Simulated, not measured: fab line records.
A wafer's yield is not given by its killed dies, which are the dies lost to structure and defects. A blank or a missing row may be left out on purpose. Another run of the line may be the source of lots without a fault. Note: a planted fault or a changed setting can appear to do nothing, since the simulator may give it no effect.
Problem report in the 8D (eight disciplines) form, filled by code ; flow ritCmos ; the parts of the form that need people (team, actions taken, sign-off) are left out

1. WHAT IS WRONG
Wafers without a fault read 6.8, standard deviation 2.7; killedAtFrontEnd at RIT_M1_PROBE_99 reads a mean of 23.7 on 3 wafers belonging to 2 lots. Measured from the usual mean, that is +6.2 standard deviations.
Seen first at day 6 14:29 on prober-02, wafer L558.2. The record holds 9 wafers of 3 lots with a number at this step. Rule for "out", or "out of limits": more than 4 standard deviations from the usual mean. All remaining wafers that have a number are taken as sound.

2. WHAT THIS IS AND IS NOT
question;is;is not
which readings at this step;killedAtFrontEnd, killedDies, killedOnRim;killed_at_M0_to_M3, killedAtContacts, killedOpen, killedShort
which lots;L558, L560;L562
which wafers of those lots;L558.2, L558.3, L560.1;L558.1, L560.2, L560.5
read on which tools;prober-02;-
when;from day 6 14:29;"up to then (1 sound wafer); but 5 sound wafers of L560, L562 came after"

3. THE SUSPECTS, EACH WITH WHAT RULES IT OUT
Counting: any tool at a process step up to the reading remains a suspect provided it ran every lot that is out. Sound lots after the first of them don't rule it out here, since some wafers of a struck lot are sound.
- plasmaAsher-03 at RIT_NRETRO_STRIP_09 (strips in O2, time 180 s): kept. It ran every lot that is out, first L558 (day 5 08:35).
- prober-02 at RIT_M1_PROBE_99: kept. It ran every lot that is out, first L558 (day 6 14:26). Out on those wafers are its own readings of killedAtFrontEnd, killedDies, killedOnRim.
- The sound lot-mates ran in chamber 1 of plasmaAsher-03 at RIT_NRETRO_STRIP_09, but the wafers that are out ran in chamber 0.
Left after counting: plasmaAsher-03 at RIT_NRETRO_STRIP_09, prober-02 at RIT_M1_PROBE_99.

4. THE CAUSE (what the simulator had put in)
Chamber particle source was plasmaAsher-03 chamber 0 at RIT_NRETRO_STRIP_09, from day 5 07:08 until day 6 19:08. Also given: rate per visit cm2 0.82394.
Counting left 2 suspects, and this tool is among them.

5. THE EFFECT CHAIN, in route order
Each row: a reading where the mean over the struck wafers with a number is more than 3 standard deviations away from the usual. Scope: only readings with a usual standard deviation given in the record; hours: median across lots of the time from each lot's start at the first step in this table that gives one to its start at this step; sigmas: change in usual standard deviations.
hours;step;reading;usual;on struck wafers;change;sigmas
0;RIT_M1_PROBE_99;killedAtFrontEnd;6.8;23.7;+16.9;+6.2
0;RIT_M1_PROBE_99;killedDies;6.9;23.7;+16.8;+6.2
0;RIT_M1_PROBE_99;killedOnRim;1.8;9.0;+7.2;+5.1
It contains these process steps:
- RIT_M1_PROBE_99

6. WHAT WOULD HAVE CAUGHT IT SOONER
In this record the first reading out of limits was taken at day 6 14:29, 31 hours after the fault began at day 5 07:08.
Tool readings at RIT_NRETRO_STRIP_09 with a usual standard deviation given in the record: none out on any struck wafer, hence no alarm at a limit of 4 standard deviations on them.
Each of the lots that are out, 2 in all, had begun RIT_NRETRO_STRIP_09 on plasmaAsher-03 no later than day 6 14:29. None of them would have been spared by holding the tool at that moment.
